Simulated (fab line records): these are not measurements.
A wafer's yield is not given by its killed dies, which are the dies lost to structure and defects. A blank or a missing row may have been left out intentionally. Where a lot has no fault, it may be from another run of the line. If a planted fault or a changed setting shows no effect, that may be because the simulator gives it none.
Which tool did it?	flow berkeley cmos170	7 lots, 21 wafers sampled, at 2 steps of a route of 331

== WHAT THE GAUGES READ, wafer by wafer ==
UCB170_PWELL_TW_MEAS_17.
lot	measured	on	PWELL_TW
L922	day 3 17:19	film metro-02	387 384 384
L927	day 4 15:58	film metro-04	379 381 380
L929	day 4 23:43	film metro-02	382 386 384
L931	day 5 09:40	film metro-02	386 382 384
L933	day 5 23:48	film metro-02	386 381 384
L941	day 7 08:21	film metro-04	472 474 472
L944	day 8 07:58	film metro-02	381 384 383

== TOOL THAT RAN EACH LOT (tool first, then ch and the chambers of the sampled wafers, then the start) ==
lot	UCB170_PWELL_IMPLANT_15
L922	implanter-04 ch 0, day 3 17:06
L927	implanter-01 ch 0, day 4 15:43
L929	implanter-02 ch 0, day 4 23:28
L931	implanter-04 ch 0, day 5 09:25
L933	implanter-02 ch 0, day 5 23:34
L941	implanter-04 ch 0, day 7 07:47
L944	implanter-02 ch 0, day 8 07:39
- UCB170_PWELL_IMPLANT_15

== THE ANSWER, worked out from the rows above alone ==
Rule: what is usual is taken from the lots themselves. Put in order of their means at a reading, lots are off if they are a third of the lots or fewer, leave a main group of 4 or more, and stand apart from it by a gap of 3 or more times the standard deviation of the main group's means; of several such gaps the widest counts. A main group is skipped when, at the precision printed for the reading in the tables above, its means are all equal. A lot without any number at a reading at which 4 lots or more have one is off too. Where the step has rows for the other lots, those lots are counted as sound.
Off: at UCB170_PWELL_TW_MEAS_17 (PWELL_TW), L941. The main group: mean 383, standard deviation 1.6.
If a tool, at a process step before that reading, ran all the lots that are off and no sound lot after the first of them, it fits. The gauges at UCB170_PWELL_TW_MEAS_17 are tried like those tools. Undecided on this evidence; 2 tools fit (implanter-04 at UCB170_PWELL_IMPLANT_15, film metro-04 at UCB170_PWELL_TW_MEAS_17).

== WHAT THE SIMULATOR HAD PUT IN ==
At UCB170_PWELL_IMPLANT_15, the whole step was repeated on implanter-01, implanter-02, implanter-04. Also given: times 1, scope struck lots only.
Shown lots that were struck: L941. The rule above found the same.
